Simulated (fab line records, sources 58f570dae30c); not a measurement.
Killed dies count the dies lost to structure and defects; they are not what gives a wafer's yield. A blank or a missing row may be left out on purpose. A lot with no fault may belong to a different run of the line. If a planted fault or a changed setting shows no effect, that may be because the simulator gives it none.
fab line records | flow berkeley-cmos170
record lots=5 wafers=15 last-day=11
route steps=331 shown CONTACT@230 M1@238 V1@254
lots with no fault: from the same line, run without faults
start-h: start of the lot's first displayed wafer, in hours after the record's first day | wait-h: hours elapsed since this lot's preceding step | " the same as in the row above | L1.1+2: a row that stands for several wafers | - either no value or no given start | * or withheld: withheld | < > ~ a bound
route shown NAME@n: a module of which the file shows steps, and the number in the route of the first | usual: mean and standard deviation over wafers with no fault | same: alike in all rows | chamber/n: place in a boat | sites: each site's reading | _std_site: standard deviation across them | _edge_site: the outer-site mean with the inner-site mean subtracted | radius-mm: for every site, how far away it sits from the centre of the wafer | mask NAME#n: copy n | behind: the last tool/chamber to shape the wafer | hold: the reason the lot was held/the length of the hold in hours/how it ended | device: which transistor (n, p or np) failed to switch | end of line: the same wafers' tests at the end of the route | for a step that has no rows: nothing shown but its recipe | killed: at the first sort, the dies lost to defects and structure; wafer yield is something else | map: a wafer's dies, marking killed ones x, the rest . and places with no die _
set.NAME: the setting as run; set.NAME@STEP: as run at that earlier step | model.NAME: the simulator's own value behind a step, which no gauge read
a table for each step, a row for each wafer; lots at some steps of the route
services: when a tool's chamber went out of use (start-h, in hours from the record's first day, below 0 if earlier), for how many hours, and the reason
## steps
# step UCB170_CONTACT_DEVELOP_14
# recipe developer=TMAH develop-time-s=45 resist=KrF dev-temp-c=21
# usual chill-plate-temp-C=22.98/0.11 resist-line-temp-C=22.98/0.11
# columns lot.wafer tool chamber start-h wait-h chill-plate-temp-C resist-line-temp-C
L075.1 litho-track-01 0 - - 23.07 22.88
L075.2 " 0 " " 23.00 23.06
L075.4 " 0 " " 23.06 23.02
L080.4 litho-track-04 0 - - 22.85 22.97
L080.5 " 0 " " 22.90 22.98
L080.6 " 0 " " 22.98 23.01
L085.1 litho-track-04 0 - - 23.13 23.10
L085.2 " 0 " " 23.11 23.02
L085.3 " 0 " " 23.09 23.16
L088.1 litho-track-03 0 - - 22.89 22.78
L088.3 " 0 " " 22.99 23.06
L088.4 " 0 " " 23.00 22.91
L095.2 litho-track-01 0 - - 23.04 23.04
L095.4 " 0 " " 23.02 23.01
L095.5 " 0 " " 23.06 22.99
# step UCB170_CONTACT_CD_MEAS_15
# recipe target-cd-nm=700
# usual cd-nm=700.3/1.1
# columns lot.wafer tool chamber start-h wait-h cd-nm
L075.1 cd-sem-02 - 167.23 - 699.0
L075.2 " - " " 700.1
L075.4 " - " " 699.9
L080.4 cd-sem-01 - 178.99 - 697.9
L080.5 " - " " 698.6
L080.6 " - " " 699.4
L085.1 cd-sem-02 - 199.13 - 700.4
L085.2 " - " " 700.5
L085.3 " - " " 700.2
L088.1 cd-sem-02 - 226.19 - 701.7
L088.3 " - " " 701.4
L088.4 " - " " 701.5
L095.2 cd-sem-02 - 252.66 - 700.9
L095.4 " - " " 700.0
L095.5 " - " " 700.2
# step UCB170_CONTACT_OVL_MEAS_16
# usual CONTACT_OVL=1/5.7
# columns lot.wafer tool chamber start-h wait-h CONTACT_OVL[nm]
L075.1 overlay-01 - 167.35 0.1 -8
L075.2 " - " " -2
L075.4 " - " " 2
L080.4 overlay-02 - 179.07 0.1 -5
L080.5 " - " " -7
L080.6 " - " " -9
L085.1 overlay-01 - 199.25 0.1 -1
L085.2 " - " " -1
L085.3 " - " " 1
L088.1 overlay-01 - 226.31 0.1 3
L088.3 " - " " -5
L088.4 " - " " 5
L095.2 overlay-02 - 252.76 0.1 -2
L095.4 " - " " 0
L095.5 " - " " -10
# step UCB170_CONTACT_ETCH_17
# recipe chemistry=N2/H2 target-depth-a=withheld overetch-a=withheld target=BARC time-s=withheld source-w=500 bias-w=100 pressure-mtorr=30 n2-flow-sccm=100 h2-flow-sccm=200
# usual drypump-motor-current-A=5.6/0.39 h2-flow-sccm=200.0/0.62 oes-product-au=1.001/0.018 throttle-valve-pct=13.30/0.17
# columns lot.wafer tool chamber start-h wait-h drypump-motor-current-A h2-flow-sccm oes-product-au throttle-valve-pct
L075.1 rie-diel-04 2 167.39 0.0 5.8 198.9 0.983 13.28
L075.2 " 3 " " 5.6 200.8 1.011 13.46
L075.4 " 0 " " 4.8 199.8 1.012 13.35
L080.4 rie-diel-04 3 179.09 0.0 5.6 199.1 1.004 13.46
L080.5 " 3 " " 5.6 198.9 1.009 13.45
L080.6 " 0 " " 4.9 199.8 1.005 13.36
L085.1 rie-diel-02 1 199.29 0.0 5.3 200.7 1.004 13.05
L085.2 " 0 " " 5.5 199.2 1.003 13.07
L085.3 " 3 " " 5.3 199.9 1.015 13.46
L088.1 rie-diel-02 0 226.35 0.0 5.4 199.6 1.001 13.08
L088.3 " 2 " " 6.1 199.7 0.994 13.25
L088.4 " 1 " " 5.4 199.7 1.003 13.05
L095.2 rie-diel-04 2 252.79 0.0 5.8 199.5 0.971 13.26
L095.4 " 1 " " 6.1 200.7 0.984 13.25
L095.5 " 2 " " 5.8 200.0 0.968 13.28
# step UCB170_CONTACT_ETCH_18
# recipe chemistry=CHF3/CF4/Ar target=PSG stop-on=TiSi2 CHF3_flow_sccm=45 cf4-flow-sccm=15 Ar_flow_sccm=150 pressure-mtorr=200 rf-w=700 target-depth-a=8400 over-etch-frac=0.2 time-s=195
# usual drypump-motor-current-A=5.6/0.39 oes-product-au=0.895/0.014 throttle-valve-pct=6.91/0.11
# columns lot.wafer tool chamber start-h wait-h drypump-motor-current-A oes-product-au rf-hours-counter-h throttle-valve-pct
L075.1 rie-diel-04 2 - - 5.7 0.880 106 6.81
L075.2 " 3 " " 5.6 0.897 16 7.02
L075.4 " 0 " " 4.8 0.892 13 6.91
L080.4 rie-diel-04 3 - - 5.6 0.898 16 7.02
L080.5 " 3 " " 5.6 0.887 - 7.02
L080.6 " 0 " " 4.9 0.900 - 6.89
L085.1 rie-diel-02 1 - - 5.4 0.897 130 6.74
L085.2 " 0 " " 5.4 0.885 4 6.80
L085.3 " 3 " " 5.3 0.904 92 7.04
L088.1 rie-diel-02 0 - - 5.4 0.899 5 6.81
L088.3 " 2 " " 6.1 0.911 86 6.85
L088.4 " 1 " " 5.4 0.902 131 6.73
L095.2 rie-diel-04 2 - - 5.8 0.878 110 6.80
L095.4 " 1 " " 6.2 0.882 126 6.93
L095.5 " 2 " " 5.8 0.873 - 6.82
# step UCB170_CONTACT_STRIP_19
# recipe chemistry=O2 power-w=400 pressure-mtorr=3500 platen-temp-c=withheld o2-flow-sccm=400 overash-fraction=0.5
# usual drypump-motor-current-A=5.63/0.26 oes-product-au=0.725/0.0044
# columns lot.wafer tool chamber start-h wait-h drypump-motor-current-A oes-product-au rf-hours-counter-h
L075.1 plasma-asher-02 0 167.56 - 5.62 0.727 45
L075.2 " 1 " " 5.44 0.728 45
L075.4 " 1 " " 5.44 0.727 -
L080.4 plasma-asher-03 0 179.29 - 5.68 0.719 -
L080.5 " 0 " " 5.69 0.728 -
L080.6 " 1 " " 6.21 0.725 -
L085.1 plasma-asher-03 0 199.45 - 5.68 0.733 43
L085.2 " 1 " " 6.20 0.726 43
L085.3 " 1 " " 6.19 0.720 -
L088.1 plasma-asher-02 1 226.52 - 5.48 0.726 52
L088.3 " 1 " " 5.47 0.730 -
L088.4 " 0 " " 5.61 0.728 -
L095.2 plasma-asher-01 0 252.96 - 5.40 0.731 55
L095.4 " 1 " " 5.54 0.721 -
L095.5 " 1 " " 5.53 0.739 -
# step UCB170_CONTACT_CD_MEAS_90
# recipe target-cd-nm=700
# usual cd-nm=700.1/1.2
# columns lot.wafer tool chamber start-h wait-h cd-nm
L075.1 cd-sem-02 - 167.66 0.1 698.4
L075.2 " - " " 700.7
L075.4 " - " " 698.9
L080.4 cd-sem-02 - 179.41 0.1 696.9
L080.5 " - " " 698.8
L080.6 " - " " 698.1
L085.1 cd-sem-02 - 199.55 0.1 699.8
L085.2 " - " " 701.2
L085.3 " - " " 699.9
L088.1 cd-sem-02 - 226.62 0.1 701.0
L088.3 " - " " 700.3
L088.4 " - " " 700.5
L095.2 cd-sem-02 - 253.08 0.1 700.5
L095.4 " - " " 699.5
L095.5 " - " " 700.0
# step UCB170_CONTACT_CLEAN_20
# recipe chemistry=SPM temp-c=120 time-s=600
# columns lot.wafer tool chamber start-h wait-h
L075.1+2+4 wet-bench-04 0 168.52 0.8
L080.4+5+6 wet-bench-01 1 179.47 0.0
L085.1+2+3 wet-bench-03 0 199.67 0.1
L088.1+3+4 wet-bench-03 3 226.74 0.1
L095.2+4+5 wet-bench-04 2 253.18 0.1
# step UCB170_M1_SPUTTER_00
# recipe material=Al target-thk-nm=600 time-s=80 power-w=6000 chamber-pressure-pa=0.5
# usual throttle-valve-pct=30.1/0.86
# columns lot.wafer tool chamber start-h wait-h throttle-valve-pct
L075.1 pvd-sputter-02 - 168.69 0.0 28.9
L075.2 " - " " 30.2
L075.4 " - " " 31.4
L080.4 pvd-sputter-02 - 179.65 0.0 30.7
L080.5 " - " " 31.3
L080.6 " - " " 29.0
L085.1 pvd-sputter-02 - 199.85 0.0 28.8
L085.2 " - " " 30.4
L085.3 " - " " 30.1
L088.1 pvd-sputter-04 - 226.91 0.0 28.5
L088.3 " - " " 28.9
L088.4 " - " " 30.5
L095.2 pvd-sputter-04 - 253.35 0.0 28.6
L095.4 " - " " 29.1
L095.5 " - " " 31.0
# step UCB170_M1_RS_MEAS_01
# recipe thk-meas-gauge=four-point-probe reads=Al_of_M1_SPUTTER_00
# usual M1_AL_RS=0.0485/0.00039
# columns lot.wafer tool chamber start-h wait-h M1_AL_RS[ohm/sq]
L075.1 film-metro-02 - 168.75 0.0 0.0487
L075.2 " - " " 0.0487
L075.4 " - " " 0.0482
L080.4 film-metro-02 - 179.77 0.1 0.0481
L080.5 " - " " 0.0479
L080.6 " - " " 0.0485
L085.1 film-metro-03 - 199.91 0.0 0.0482
L085.2 " - " " 0.0481
L085.3 " - " " 0.0483
L088.1 film-metro-04 - 226.97 0.0 0.0487
L088.3 " - " " 0.0487
L088.4 " - " " 0.0488
L095.2 film-metro-02 - 253.44 0.1 0.0487
L095.4 " - " " 0.0490
L095.5 " - " " 0.0490
# step UCB170_M1_THK_MEAS_02
# recipe thk-meas-gauge=xrf reads=Al_of_M1_SPUTTER_00
# usual M1_AL_THK=586/5.1
# columns lot.wafer tool chamber start-h wait-h M1_AL_THK[nm]
L075.1 film-metro-02 - 168.87 0.1 585
L075.2 " - " " 587
L075.4 " - " " 592
L080.4 film-metro-02 - 179.86 0.1 591
L080.5 " - " " 594
L080.6 " - " " 586
L085.1 film-metro-03 - 200.03 0.1 592
L085.2 " - " " 593
L085.3 " - " " 587
L088.1 film-metro-04 - 227.09 0.1 581
L088.3 " - " " 582
L088.4 " - " " 577
L095.2 film-metro-02 - 253.55 0.1 583
L095.4 " - " " 580
L095.5 " - " " 581
# step UCB170_M1_COAT_03
# recipe resist=BARC temp-c=withheld time-s=withheld spin-rpm=3000 resist-thk-nm=withheld
# usual chill-plate-temp-C=* resist-line-temp-C=*
# columns lot.wafer tool chamber start-h wait-h chill-plate-temp-C resist-line-temp-C
L075.1 litho-track-03 0 169.13 0.3 * *
L075.2 " 0 " " * *
L075.4 " 0 " " * *
L080.4 litho-track-03 0 179.96 0.1 * *
L080.5 " 0 " " * *
L080.6 " 0 " " * *
L085.1 litho-track-03 0 200.15 0.1 * *
L085.2 " 0 " " * *
L085.3 " 0 " " * *
L088.1 litho-track-02 0 227.22 0.1 * *
L088.3 " 0 " " * *
L088.4 " 0 " " * *
L095.2 litho-track-02 0 254.16 0.6 * *
L095.4 " 0 " " * *
L095.5 " 0 " " * *
# step UCB170_M1_COAT_04
# recipe resist=KrF spin-rpm=1500 resist-thk-nm=900
# usual chill-plate-temp-C=23.03/0.1 resist-line-temp-C=23.00/0.1
# columns lot.wafer tool chamber start-h wait-h chill-plate-temp-C resist-line-temp-C
L075.1 litho-track-03 0 - - 22.94 23.02
L075.2 " 0 " " 23.06 22.84
L075.4 " 0 " " 23.08 22.87
L080.4 litho-track-03 0 - - 23.10 23.18
L080.5 " 0 " " 23.09 23.02
L080.6 " 0 " " 23.07 23.03
L085.1 litho-track-03 0 - - 23.02 22.86
L085.2 " 0 " " 22.99 22.87
L085.3 " 0 " " 23.02 22.97
L088.1 litho-track-02 0 - - 23.00 23.11
L088.3 " 0 " " 23.04 23.01
L088.4 " 0 " " 23.28 23.03
L095.2 litho-track-02 0 - - 22.96 23.06
L095.4 " 0 " " 22.98 22.98
L095.5 " 0 " " 23.05 23.07
# step UCB170_M1_SOFTBAKE_05
# recipe resist=KrF temp-c=130 time-s=60
# usual chill-plate-temp-C=23.00/0.1 resist-line-temp-C=22.99/0.11
# columns lot.wafer tool chamber start-h wait-h chill-plate-temp-C resist-line-temp-C
L075.1 litho-track-03 0 - - 22.86 23.01
L075.2 " 0 " " 22.88 23.09
L075.4 " 0 " " 22.94 22.99
L080.4 litho-track-03 0 - - 22.98 23.00
L080.5 " 0 " " 22.99 22.93
L080.6 " 0 " " 22.97 22.95
L085.1 litho-track-03 0 - - 22.94 23.14
L085.2 " 0 " " 23.03 23.05
L085.3 " 0 " " 23.05 23.03
L088.1 litho-track-02 0 - - 22.97 22.94
L088.3 " 0 " " 22.99 23.16
L088.4 " 0 " " 22.94 22.88
L095.2 litho-track-02 0 - - 23.14 23.10
L095.4 " 0 " " 23.15 23.03
L095.5 " 0 " " 23.11 23.16
# step UCB170_M1_EXPOSE_06
# recipe mask-id=METAL1 target-cd-nm=700 na=0.5 sigma-outer=0.6 source-shape=conventional dose-mj=21
# columns lot.wafer tool chamber start-h wait-h mask
L075.1+2+4 krf-scanner-01 0 169.80 - METAL1#0
L080.4+5+6 krf-scanner-01 0 180.52 - METAL1#0
L085.1+2+3 krf-scanner-02 0 200.73 - METAL1#0
L088.1+3+4 krf-scanner-02 0 227.79 - METAL1#0
L095.2+4+5 krf-scanner-01 0 254.73 - METAL1#0
# step UCB170_M1_PEB_07
# recipe peb-temp-c=130 peb-time-s=withheld resist=KrF
# usual chill-plate-temp-C=23.01/0.11 resist-line-temp-C=22.99/0.11
# columns lot.wafer tool chamber start-h wait-h chill-plate-temp-C resist-line-temp-C
L075.1 litho-track-03 0 169.92 0.1 22.98 23.03
L075.2 " 0 " " 23.13 23.05
L075.4 " 0 " " 23.08 23.01
L080.4 litho-track-03 0 180.86 0.3 23.00 23.11
L080.5 " 0 " " 22.82 23.08
L080.6 " 0 " " 22.92 23.00
L085.1 litho-track-03 0 200.88 0.1 23.02 23.08
L085.2 " 0 " " 23.00 23.04
L085.3 " 0 " " 22.95 22.89
L088.1 litho-track-02 0 228.57 0.8 23.01 22.84
L088.3 " 0 " " 23.03 22.92
L088.4 " 0 " " 23.08 22.91
L095.2 litho-track-02 0 255.34 0.6 23.09 23.09
L095.4 " 0 " " 23.08 23.08
L095.5 " 0 " " 23.00 22.96
# step UCB170_M1_DEVELOP_08
# recipe developer=TMAH develop-time-s=45 resist=KrF dev-temp-c=21
# usual chill-plate-temp-C=23.02/0.11 resist-line-temp-C=22.98/0.097
# columns lot.wafer tool chamber start-h wait-h chill-plate-temp-C resist-line-temp-C
L075.1 litho-track-03 0 - - 23.11 22.79
L075.2 " 0 " " 23.10 22.85
L075.4 " 0 " " 23.00 22.84
L080.4 litho-track-03 0 - - 23.06 22.92
L080.5 " 0 " " 23.22 22.86
L080.6 " 0 " " 23.14 22.83
L085.1 litho-track-03 0 - - 23.06 23.01
L085.2 " 0 " " 23.13 22.92
L085.3 " 0 " " 23.20 23.01
L088.1 litho-track-02 0 - - 22.89 23.00
L088.3 " 0 " " 22.99 23.01
L088.4 " 0 " " 23.16 22.99
L095.2 litho-track-02 0 - - 23.02 23.02
L095.4 " 0 " " 22.90 23.06
L095.5 " 0 " " 23.00 22.98
# step UCB170_M1_CD_MEAS_09
# recipe target-cd-nm=700
# usual cd-nm=700.0/1.4
# columns lot.wafer tool chamber start-h wait-h cd-nm
L075.1 cd-sem-01 - 170.19 - 699.2
L075.2 " - " " 700.0
L075.4 " - " " 700.6
L080.4 cd-sem-01 - 181.12 - 700.5
L080.5 " - " " 700.0
L080.6 " - " " 699.6
L085.1 cd-sem-01 - 201.15 - 698.7
L085.2 " - " " 700.5
L085.3 " - " " 700.6
L088.1 cd-sem-02 - 228.84 - 697.8
L088.3 " - " " 699.3
L088.4 " - " " 699.7
L095.2 cd-sem-01 - 255.61 - 701.2
L095.4 " - " " 701.5
L095.5 " - " " 701.2
# step UCB170_M1_OVL_MEAS_10
# usual M1_OVL=1/5.8
# columns lot.wafer tool chamber start-h wait-h M1_OVL[nm]
L075.1 overlay-02 - 170.31 0.1 -11
L075.2 " - " " -13
L075.4 " - " " -13
L080.4 overlay-02 - 181.20 0.1 -2
L080.5 " - " " 9
L080.6 " - " " 5
L085.1 overlay-02 - 201.27 0.1 2
L085.2 " - " " 2
L085.3 " - " " 6
L088.1 overlay-02 - 228.96 0.1 11
L088.3 " - " " 7
L088.4 " - " " 9
L095.2 overlay-01 - 255.71 0.1 -1
L095.4 " - " " -3
L095.5 " - " " 6
# step UCB170_M1_ETCH_11
# recipe chemistry=N2/H2 target-depth-a=withheld overetch-a=withheld target=BARC time-s=withheld source-w=500 bias-w=100 pressure-mtorr=30 n2-flow-sccm=100 h2-flow-sccm=200
# usual drypump-motor-current-A=5.5/0.45 h2-flow-sccm=200.0/0.63 oes-product-au=0.994/0.023 throttle-valve-pct=13.33/0.13
# columns lot.wafer tool chamber start-h wait-h drypump-motor-current-A h2-flow-sccm oes-product-au throttle-valve-pct
L075.1 rie-diel-04 0 170.35 0.0 4.9 200.2 0.999 13.35
L075.2 " 2 " " 5.8 199.9 0.968 13.27
L075.4 " 1 " " 6.2 200.0 0.995 13.24
L080.4 rie-diel-01 0 181.22 0.0 5.8 200.5 1.019 13.39
L080.5 " 0 " " 5.8 200.8 1.018 13.41
L080.6 " 1 " " 6.0 200.2 0.987 13.31
L085.1 rie-diel-03 0 201.31 0.0 6.0 200.1 1.039 13.45
L085.2 " 3 " " 5.1 198.8 0.990 13.67
L085.3 " 1 " " 5.7 200.7 0.965 13.14
L088.1 rie-diel-01 0 229.00 0.0 5.8 199.1 1.009 13.41
L088.3 " 1 " " 6.0 199.4 0.985 13.27
L088.4 " 3 " " 5.0 200.1 0.953 13.22
L095.2 rie-diel-01 3 255.74 0.0 5.0 200.3 0.959 13.23
L095.4 " 2 " " 4.9 199.8 0.990 13.32
L095.5 " 2 " " 4.9 200.2 0.988 13.31
# step UCB170_M1_METAL_ETCH_12
# recipe chemistry=Cl2/BCl3 target=Al stop-on=PSG pressure-mtorr=12 target-depth-a=7800 over-etch-frac=0.3 time-s=130 icp-w=600 bias-w=120 Cl2_flow_sccm=90 bcl3-flow-sccm=45
# usual drypump-motor-current-A=5.5/0.52 mfc-cl2-sccm=89.93/0.27 oes-product-au=0.856/0.0063 throttle-valve-pct=24.20/0.21
# columns lot.wafer tool chamber start-h wait-h drypump-motor-current-A mfc-cl2-sccm oes-product-au rf-hours-counter-h throttle-valve-pct
L075.1 rie-metal-04 1 170.39 - 5.0 89.80 0.852 2.8 24.02
L075.2 " 0 " " 5.7 89.55 0.855 2.0 24.53
L075.4 " 0 " " 5.7 89.75 0.859 - 24.53
L080.4 rie-metal-04 1 181.31 - 5.1 89.71 0.854 - 24.01
L080.5 " 0 " " 5.7 89.17 0.859 - 24.53
L080.6 " 1 " " 5.1 89.90 0.844 - 24.02
L085.1 rie-metal-02 1 201.35 - 6.3 89.98 0.861 1.8 24.10
L085.2 " 0 " " 4.9 89.85 0.865 6.5 24.10
L085.3 " 0 " " 4.9 90.16 0.865 - 24.09
L088.1 rie-metal-04 0 229.04 - 5.7 89.78 0.859 3.5 24.52
L088.3 " 1 " " 5.1 89.76 0.851 - 24.00
L088.4 " 0 " " 5.7 89.91 0.865 - 24.54
L095.2 rie-metal-02 0 255.79 - 4.9 89.72 0.849 8.2 24.11
L095.4 " 1 " " 6.3 90.11 0.847 - 24.09
L095.5 " 1 " " 6.3 90.29 0.847 - 24.10
# step UCB170_M1_STRIP_13
# recipe chemistry=O2 power-w=400 pressure-mtorr=3500 platen-temp-c=withheld o2-flow-sccm=400 overash-fraction=0.5
# usual drypump-motor-current-A=5.69/0.29 oes-product-au=0.720/0.0046
# columns lot.wafer tool chamber start-h wait-h drypump-motor-current-A oes-product-au rf-hours-counter-h
L075.1 plasma-asher-03 1 170.52 0.1 6.23 0.716 40
L075.2 " 0 " " 5.69 0.726 40
L075.4 " 1 " " 6.22 0.720 -
L080.4 plasma-asher-04 1 181.43 0.1 5.58 0.721 -
L080.5 " 1 " " 5.58 0.726 -
L080.6 " 0 " " 5.35 0.726 -
L085.1 plasma-asher-02 1 201.48 0.1 5.46 0.722 49
L085.2 " 0 " " 5.61 0.727 49
L085.3 " 0 " " 5.61 0.710 -
L088.1 plasma-asher-02 0 229.17 0.1 5.60 0.722 52
L088.3 " 0 " " 5.62 0.728 -
L088.4 " 1 " " 5.47 0.713 -
L095.2 plasma-asher-04 1 255.92 0.1 5.60 0.717 16
L095.4 " 0 " " 5.35 0.721 -
L095.5 " 0 " " 5.36 0.721 -
# step UCB170_M1_CD_MEAS_90
# recipe target-cd-nm=700
# usual cd-nm=700.2/2.1
# columns lot.wafer tool chamber start-h wait-h cd-nm
L075.1 cd-sem-01 - 170.62 0.1 700.1
L075.2 " - " " 699.6
L075.4 " - " " 700.0
L080.4 cd-sem-02 - 181.56 0.1 699.4
L080.5 " - " " 699.7
L080.6 " - " " 700.6
L085.1 cd-sem-02 - 201.58 0.1 700.5
L085.2 " - " " 702.2
L085.3 " - " " 702.9
L088.1 cd-sem-01 - 229.28 0.1 697.1
L088.3 " - " " 698.5
L088.4 " - " " 700.0
L095.2 cd-sem-01 - 256.04 0.1 704.6
L095.4 " - " " 702.7
L095.5 " - " " 701.7
# step UCB170_M1_ANNEAL_14
# recipe temp-c=400 time-s=1200 ambient=forming-gas
# usual zone-power-centre-pct=16.9/0.35
# columns lot.wafer tool chamber start-h wait-h zone-power-centre-pct
L075.1 - - 172.55 1.9 17.1
L075.2 " - " " 17.0
L075.4 " - " " 16.6
L080.4 - - 187.06 5.5 16.7
L080.5 " - " " 16.8
L080.6 " - " " 16.9
L085.1 - - 205.10 3.5 16.6
L085.2 " - " " 16.8
L085.3 " - " " 16.6
L088.1 - - 232.41 3.1 16.6
L088.3 " - " " 16.9
L088.4 " - " " 16.6
L095.2 - - 258.73 2.7 17.0
L095.4 " - " " 17.1
L095.5 " - " " 16.9
# step UCB170_V1_CVD_00
# recipe material=SiO2 target-thk-nm=2000 temp-c=390 precursor=TEOS/O2 time-s=250 rf-w=550 pressure-mtorr=9000
# usual heater-power-w=246/50
# columns lot.wafer tool chamber start-h wait-h heater-power-w
L075.1 pecvd-04 1 173.88 0.0 279
L075.2 " 0 " " 186
L075.4 " 1 " " 329
L080.4 pecvd-02 0 188.48 0.1 242
L080.5 " 1 " " 311
L080.6 " 2 " " 191
L085.1 pecvd-03 2 206.43 0.0 250
L085.2 " 1 " " 247
L085.3 " 0 " " 263
L088.1 pecvd-02 1 233.75 0.0 275
L088.3 " 0 " " 344
L088.4 " 2 " " 185
L095.2 pecvd-02 1 260.06 0.0 307
L095.4 " 0 " " 242
L095.5 " 2 " " 192
# step UCB170_V1_THK_MEAS_01
# recipe reads=SiO2_of_V1_CVD_00
# usual V1_TEOS_THK=2002/22
# columns lot.wafer tool chamber start-h wait-h V1_TEOS_THK[nm]
L075.1 film-metro-01 - 174.04 0.1 1993
L075.2 " - " " 1971
L075.4 " - " " 2026
L080.4 film-metro-01 - 188.58 0.0 2017
L080.5 " - " " 2003
L080.6 " - " " 2017
L085.1 film-metro-04 - 206.59 0.1 2021
L085.2 " - " " 1987
L085.3 " - " " 1984
L088.1 film-metro-01 - 233.90 0.1 1983
L088.3 " - " " 1975
L088.4 " - " " 2037
L095.2 film-metro-04 - 260.23 0.1 2000
L095.4 " - " " 2011
L095.5 " - " " 2006
# step UCB170_V1_CMP_02
# recipe material=SiO2 down-force-psi=6 platen-rpm=60 pad-velocity-m-s=0.75398
# usual edge-zone-pressure-frac=1.000/0.005 motor-current-A=15.9/1.8 platen-rpm=60.00/0.037 retaining-ring-pressure-frac=1.000/0.0053
# columns lot.wafer tool chamber start-h wait-h edge-zone-pressure-frac motor-current-A platen-rpm retaining-ring-pressure-frac
L075.2 cmp-01 2 174.10 0.0 1.000 16.2 60.01 0.990
L075.1 " 3 " " 1.001 17.3 60.00 0.993
L075.4 " 0 " " 1.010 15.1 59.97 1.001
L080.4 cmp-01 3 188.76 0.2 0.999 17.7 60.06 1.003
L080.5 " 0 " " 0.999 14.7 59.95 0.999
L080.6 " 1 " " 1.003 17.0 60.00 1.002
L085.2 cmp-02 3 206.65 0.0 0.993 13.1 60.00 1.001
L085.1 " 1 " " 0.998 13.6 60.04 0.993
L085.3 " 2 " " 1.001 16.0 60.00 0.995
L088.1 cmp-01 0 236.05 2.1 0.997 14.7 60.06 1.002
L088.4 " 1 " " 0.998 17.5 59.99 1.002
L088.3 " 2 " " 0.998 17.0 59.96 0.990
L095.4 cmp-02 3 260.33 0.1 0.997 13.3 59.98 1.001
L095.2 " 1 " " 1.000 13.9 60.00 1.005
L095.5 " 2 " " 0.997 17.0 59.89 0.994
# step UCB170_V1_BOW_MEAS_03
# recipe mode=bow
# usual V1_BOW=19/6.8
# columns lot.wafer tool chamber start-h wait-h V1_BOW[um]
L075.1 film-metro-04 - 174.40 0.2 25
L075.2 " - " " 23
L075.4 " - " " 24
L080.4 film-metro-03 - 188.97 0.2 18
L080.5 " - " " 22
L080.6 " - " " 17
L085.1 film-metro-04 - 206.95 0.1 20
L085.2 " - " " 20
L085.3 " - " " 19
L088.1 film-metro-01 - 236.30 0.2 13
L088.3 " - " " 19
L088.4 " - " " 23
L095.2 film-metro-04 - 260.60 0.1 19
L095.4 " - " " 24
L095.5 " - " " 23
# step UCB170_V1_THK_MEAS_04
# recipe reads=SiO2_of_V1_CVD_00
# usual V1_POLISHED_THK=999.6/1.1
# columns lot.wafer tool chamber start-h wait-h V1_POLISHED_THK[nm]
L075.1 film-metro-04 - 174.52 0.1 999.9
L075.2 " - " " 999.5
L075.4 " - " " 1000.9
L080.4 film-metro-03 - 189.06 0.1 1001.1
L080.5 " - " " 1000.1
L080.6 " - " " 997.9
L085.1 film-metro-04 - 207.07 0.1 999.8
L085.2 " - " " 1000.9
L085.3 " - " " 999.6
L088.1 film-metro-01 - 236.42 0.1 999.3
L088.3 " - " " 998.0
L088.4 " - " " 997.7
L095.2 film-metro-04 - 260.71 0.1 1001.5
L095.4 " - " " 998.4
L095.5 " - " " 1001.1
# step UCB170_V1_CLEAN_05
# recipe chemistry=DIW
# columns lot.wafer tool chamber start-h wait-h
L075.1+2+4 wet-bench-01 3 174.76 0.2
L080.4+5+6 wet-bench-04 2 189.18 0.1
L085.1+2+3 wet-bench-04 0 207.48 0.4
L088.1+3+4 wet-bench-01 2 236.48 0.1
L095.2+4+5 wet-bench-04 1 260.76 0.0
# step UCB170_V1_HMDS_06
# recipe prime-time-s=60 prime-temp-c=100
# usual chill-plate-temp-C=22.99/0.11 resist-line-temp-C=23.02/0.1
# columns lot.wafer tool chamber start-h wait-h chill-plate-temp-C resist-line-temp-C
L075.1 litho-track-01 0 174.94 0.0 22.91 23.15
L075.2 " 0 " " 23.11 23.15
L075.4 " 0 " " 23.05 22.88
L080.4 litho-track-04 0 189.43 0.1 23.03 22.96
L080.5 " 0 " " 23.02 23.06
L080.6 " 0 " " 23.14 22.80
L085.1 litho-track-04 0 207.65 0.0 22.88 23.02
L085.2 " 0 " " 22.88 22.91
L085.3 " 0 " " 22.99 22.95
L088.1 litho-track-02 0 236.66 0.0 22.94 23.00
L088.3 " 0 " " 22.87 23.26
L088.4 " 0 " " 23.09 22.89
L095.2 litho-track-01 0 261.04 0.1 23.01 23.13
L095.4 " 0 " " 23.05 23.13
L095.5 " 0 " " 23.09 23.26
# step UCB170_V1_COAT_07
# recipe resist=KrF spin-rpm=1500 resist-thk-nm=900
# usual chill-plate-temp-C=23.00/0.11 resist-line-temp-C=23.02/0.11
# columns lot.wafer tool chamber start-h wait-h chill-plate-temp-C resist-line-temp-C
L075.1 litho-track-01 0 175.09 0.1 22.95 23.05
L075.2 " 0 " " 22.90 22.96
L075.4 " 0 " " 22.95 23.15
L080.4 litho-track-04 0 189.58 0.1 22.82 22.82
L080.5 " 0 " " 22.87 23.02
L080.6 " 0 " " 23.00 22.91
L085.1 litho-track-04 0 207.80 0.1 23.16 22.71
L085.2 " 0 " " 22.99 22.97
L085.3 " 0 " " 22.92 22.96
L088.1 litho-track-02 0 236.81 0.1 22.77 22.98
L088.3 " 0 " " 22.89 22.97
L088.4 " 0 " " 22.86 22.96
L095.2 litho-track-01 0 261.19 0.1 22.95 23.02
L095.4 " 0 " " 23.13 23.05
L095.5 " 0 " " 23.09 23.02
## services
# columns tool chamber start-h hours kind
krf-scanner-02 - 144.17 0.8 pm
plasma-asher-01 - 154.59 2.8 pm
cmp-02 - 176.22 3.5 repair
rie-metal-04 - 177.10 2.8 pm
plasma-asher-03 - 177.32 1.8 repair
cmp-02 - 187.78 0.4 repair
rie-diel-01 1 190.45 4.4 repair
pecvd-02 - 191.22 0.8 repair
rie-diel-04 - 191.56 15.6 pm
cmp-01 - 198.94 2.6 repair
pvd-sputter-02 - 202.05 2.2 repair
rie-diel-02 - 203.51 2.8 pm
rie-diel-01 0 206.49 8.7 repair
krf-scanner-01 - 209.10 1.3 pm
krf-scanner-01 - 213.84 0.8 pm
krf-scanner-02 - 219.38 1.0 pm
cmp-02 - 223.43 17.1 pm
pvd-sputter-02 - 223.99 1.4 repair
rie-diel-04 3 224.69 3.4 repair
cmp-01 - 232.00 4.0 pm
krf-scanner-02 - 237.25 1.6 repair
pvd-sputter-04 - 241.54 3.3 repair
pvd-sputter-04 - 245.62 2.1 repair
rie-diel-02 3 259.27 6.8 repair
## key
fault none
